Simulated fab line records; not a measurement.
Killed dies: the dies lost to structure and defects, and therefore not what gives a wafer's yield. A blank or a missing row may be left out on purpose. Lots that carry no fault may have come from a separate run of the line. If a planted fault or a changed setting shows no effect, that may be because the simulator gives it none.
The tool behind it: which one? + flow berkeley_cmos170 + 14 lots, 42 wafers sampled, at 3 steps of a route of 331

## WHAT THE GAUGES SHOWED, per wafer
UCB170_M2_CD_MEAS_90 targets a cd of 700 nm.
| lot  | measured     | on        | cd_nm (nm)        |
|------|--------------|-----------|-------------------|
| L659 | day 8 05:38  | cd_sem-01 | 700.8 701.9 705.1 |
| L660 | day 8 05:04  | cd_sem-01 | 698.3 701.0 701.5 |
| L662 | day 8 18:01  | cd_sem-02 | 700.0 704.0 704.8 |
| L664 | day 8 19:04  | cd_sem-02 | 701.5 700.8 705.9 |
| L665 | day 8 17:34  | cd_sem-01 | 705.5 699.6 703.1 |
| L666 | day 9 04:35  | cd_sem-02 | 697.8 699.3 698.0 |
| L667 | day 9 04:28  | cd_sem-01 | 701.9 698.7 699.4 |
| L670 | day 9 17:20  | cd_sem-01 | 703.0 700.5 700.2 |
| L677 | day 11 11:16 | cd_sem-01 | 696.5 697.2 700.1 |
| L679 | day 11 20:55 | cd_sem-01 | 698.7 701.8 701.1 |
| L680 | day 11 19:49 | cd_sem-02 | 703.2 700.5 700.1 |
| L681 | day 11 20:42 | cd_sem-02 | 703.8 702.5 701.6 |

UCB170_V2_THK_MEAS_01.
| lot  | measured     | on            | V2_TEOS_THK (nm) |
|------|--------------|---------------|------------------|
| L659 | day 8 05:55  | film_metro-03 | 1976 2007 2043   |
| L660 | day 8 05:20  | film_metro-01 | 1966 1993 2028   |
| L662 | day 8 18:16  | film_metro-03 | 1973 2004 2001   |
| L664 | day 8 19:20  | film_metro-03 | 2018 2025 2038   |
| L665 | day 8 17:50  | film_metro-04 | 1992 1991 2050   |
| L666 | day 9 04:52  | film_metro-03 | 1988 2037 2047   |
| L667 | day 9 04:44  | film_metro-04 | 2007 1998 2029   |
| L670 | day 9 17:37  | film_metro-03 | 1995 2030 2023   |
| L677 | day 11 11:30 | film_metro-03 | 1997 1995 2029   |
| L679 | day 11 21:11 | film_metro-04 | 2032 2026 2034   |
| L680 | day 11 20:05 | film_metro-03 | 1957 2024 2027   |
| L681 | day 11 20:57 | film_metro-04 | 1970 2020 2006   |

## WHAT TOOL EACH LOT RAN ON (gives the tool, then ch and the chambers of the sampled wafers, and finally the start)
| lot  | UCB170_NWELL_OXIDATION_01    |
|------|------------------------------|
| L659 | furnace-02 ch 0, day 2 05:44 |
| L660 | furnace-02 ch 0, day 2 05:44 |
| L662 | furnace-02 ch 0, day 2 20:07 |
| L664 | furnace-03 ch 0, day 3 01:04 |
| L665 | furnace-02 ch 0, day 3 02:13 |
| L666 | furnace-03 ch 0, day 3 09:06 |
| L667 | furnace-01 ch 0, day 3 15:10 |
| L670 | furnace-01 ch 0, day 4 04:54 |
| L671 | furnace-02, day 4 14:32      |
| L672 | furnace-02, day 5 02:25      |
| L677 | furnace-03 ch 0, day 5 19:44 |
| L679 | furnace-02 ch 0, day 6 01:38 |
| L680 | furnace-01 ch 0, day 6 08:53 |
| L681 | furnace-01 ch 0, day 6 11:55 |
- UCB170_NWELL_OXIDATION_01: target thk 26.4 nm, ox time 1260 s.

## AS READ BY THE TOOLS THEMSELVES (means over the sampled wafers that have a number; for cases with no such wafer, the mark the record gives instead)
UCB170_NWELL_OXIDATION_01.
| lot  | tool       | ox_temp_c (C) | ox_temp_c_max | tube_center_temp_C (C) |
|------|------------|---------------|---------------|------------------------|
| L659 | furnace-02 | 1000.2        | 1005.0        | 1000                   |
| L660 | furnace-02 | 1000.7        | 1004.4        | 1000                   |
| L662 | furnace-02 | 1000.1        | 1004.5        | 1000                   |
| L664 | furnace-03 | 999.9         | 1002.6        | 1000                   |
| L665 | furnace-02 | 1000.2        | 1004.6        | 1000                   |
| L666 | furnace-03 | 1000.4        | 1003.8        | 1000                   |
| L667 | furnace-01 | 1000.4        | 1005.4        | 1000                   |
| L670 | furnace-01 | 999.9         | 1005.7        | 1000                   |
| L671 | furnace-02 | -             | -             | -                      |
| L672 | furnace-02 | -             | -             | -                      |
| L677 | furnace-03 | 1000.0        | 1002.8        | 1000                   |
| L679 | furnace-02 | 1000.6        | 1004.9        | 1000                   |
| L680 | furnace-01 | 1000.1        | 1005.4        | 1000                   |
| L681 | furnace-01 | 999.7         | 1005.0        | 1000                   |

## THE ANSWER, worked out from the rows above alone
Rule: what is usual is taken from the lots themselves. The widest of any qualifying gaps counts: lots, ordered by their means at a reading, are off when they make up no more than a third of the lots, leave a main group of 4 or more, and stand apart from it by 3 or more times the standard deviation of that group's means. Not used: any main group whose means are identical at the precision the tables above print for the reading. Also off: a lot with no number at a reading for which 4 or more lots have one. Any other lot the step has rows for is counted as sound. Order of review: gauges by route order, followed by the tools' own readings, for which a lot's mean as printed above is used. The first step at which some lot is off is used, and at that step the reading that is off furthest; a lot without a number counts as furthest.
Off, at UCB170_NWELL_OXIDATION_01 on ox_temp_c: L671, L672. Without a number there: L671, L672. The main group has a mean of 1000.2 C with a standard deviation of 0.29.
If a tool, at that step or one of the process steps before it, ran each lot that is off and ran no sound lot following the first of them, it fits. None of those tried fits.

## WHAT THE SIMULATOR PUT IN
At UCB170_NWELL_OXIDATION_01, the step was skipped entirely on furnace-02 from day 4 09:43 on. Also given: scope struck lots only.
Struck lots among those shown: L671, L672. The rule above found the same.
